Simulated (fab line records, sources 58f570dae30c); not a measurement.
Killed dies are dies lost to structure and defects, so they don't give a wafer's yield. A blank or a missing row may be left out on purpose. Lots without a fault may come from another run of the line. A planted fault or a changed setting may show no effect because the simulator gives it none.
Split-lot experiment | flow berkeley_cmos170 | 5 lots, 23 wafers read, on a route of 331 steps

THE SPLIT
At UCB170_V2_ETCH_14 (etches SiO2 in CHF3/CF4/Ar, stops on Al, target depth 1250 nm, time 291 s), the setting time_s was moved away from the recipe's 291 s on 6 of the 23 wafers read, by -11.1% to +11.8%. The other wafers ran this setting at the recipe's value.

The reading is taken at the split's own step.

THE READING
KrF_of_V2_COAT_07.thk_nm (the simulator's own value, which no gauge read), in nm, at UCB170_V2_ETCH_14 (etches SiO2 in CHF3/CF4/Ar, stops on Al, target depth 1250 nm, time 291 s). The file gives no usual value for it. The 17 wafers here that ran the recipe average 611.4 nm, standard deviation 4.8 nm.

wafer  | tool, chamber at the split | time_s as run, s | against the recipe | KrF_of_V2_COAT_07.thk_nm, nm | against lot-mates on the recipe
L075.1 | rie_diel-04, 3             | 291              | recipe             | 601.8                        | -
L075.3 | rie_diel-04, 0             | 291              | recipe             | 612.8                        | -
L075.4 | rie_diel-04, 1             | 291              | recipe             | 604.8                        | -
L075.5 | rie_diel-04, 2             | 291              | recipe             | 610.9                        | -
L075.6 | rie_diel-04, 1             | 291              | recipe             | 608.6                        | -
L078.4 | rie_diel-04, 0             | 291              | recipe             | 612.6                        | -
L078.5 | rie_diel-04, 3             | 291              | recipe             | 606.5                        | -
L078.6 | rie_diel-04, 2             | 291              | recipe             | 616.1                        | -
L079.1 | rie_diel-01, 2             | 291              | recipe             | 618.9                        | -
L079.3 | rie_diel-01, 3             | 325.2            | +11.8%             | 588.2                        | -24.3
L079.4 | rie_diel-01, 0             | 291              | recipe             | 606.2                        | -
L079.5 | rie_diel-01, 1             | 325.2            | +11.8%             | 579.6                        | -32.9
L079.6 | rie_diel-01, 0             | 325.2            | +11.8%             | 571.2                        | -41.3
L080.1 | rie_diel-04, 1             | 291              | recipe             | 613                          | -
L080.2 | rie_diel-04, 0             | 291              | recipe             | 616.1                        | -
L080.3 | rie_diel-04, 3             | 291              | recipe             | 611.8                        | -
L080.4 | rie_diel-04, 2             | 291              | recipe             | 620.5                        | -
L080.6 | rie_diel-04, 3             | 291              | recipe             | 612.8                        | -
L083.1 | rie_diel-04, 2             | 258.8            | -11.1%             | 644.1                        | +34.3
L083.2 | rie_diel-04, 3             | 291              | recipe             | 610.8                        | -
L083.3 | rie_diel-04, 0             | 258.8            | -11.1%             | 645.8                        | +36.0
L083.4 | rie_diel-04, 1             | 291              | recipe             | 608.9                        | -
L083.5 | rie_diel-04, 2             | 258.8            | -11.1%             | 644.6                        | +34.8

THE FIT
A straight line over all 23 wafers: KrF_of_V2_COAT_07.thk_nm changes by -2.85 nm for each +1% of time_s; r = -0.96; the points scatter about the line by 5.1 nm.
The same after taking each lot's own level away (the mean of its wafers on the recipe; 23 wafers): -2.97 nm for each +1%; r = -0.97; scatter 4.5 nm.
On that fit, the largest move of time_s shifts the reading by 35 nm.
The lots' own levels span 607.78 to 614.84 nm, that is 1.5 times the standard deviation above.
So the lot-to-lot level changes the slope little: the two slopes agree.
Check: with one of the wafers moved furthest among these (+11.8%) left out of the fit, the line predicts -37.2 nm for it against its lot-mates. It came out at -24.3 nm against them.

THE WHOLE CHAIN: every reading that the file lists as answering this split, in the file's order
step               | what it does                                                              | reading                                                                   | change (the file's fit)              | r (the file's)
UCB170_V2_ETCH_14  | etches SiO2 in CHF3/CF4/Ar, stops on Al, target depth 1250 nm, time 291 s | KrF_of_V2_COAT_07.thk_nm (the simulator's own value, which no gauge read) | -2.97 nm for each +1% of the setting | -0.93
UCB170_V2_STRIP_15 | strips in O2                                                              | strip_time_to_endpoint_s                                                  | withheld for each +1% of the setting | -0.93

THE FILE'S OWN FIT
KrF_of_V2_COAT_07.thk_nm changes by -2.97 nm for each +1% of time_s, r = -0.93.
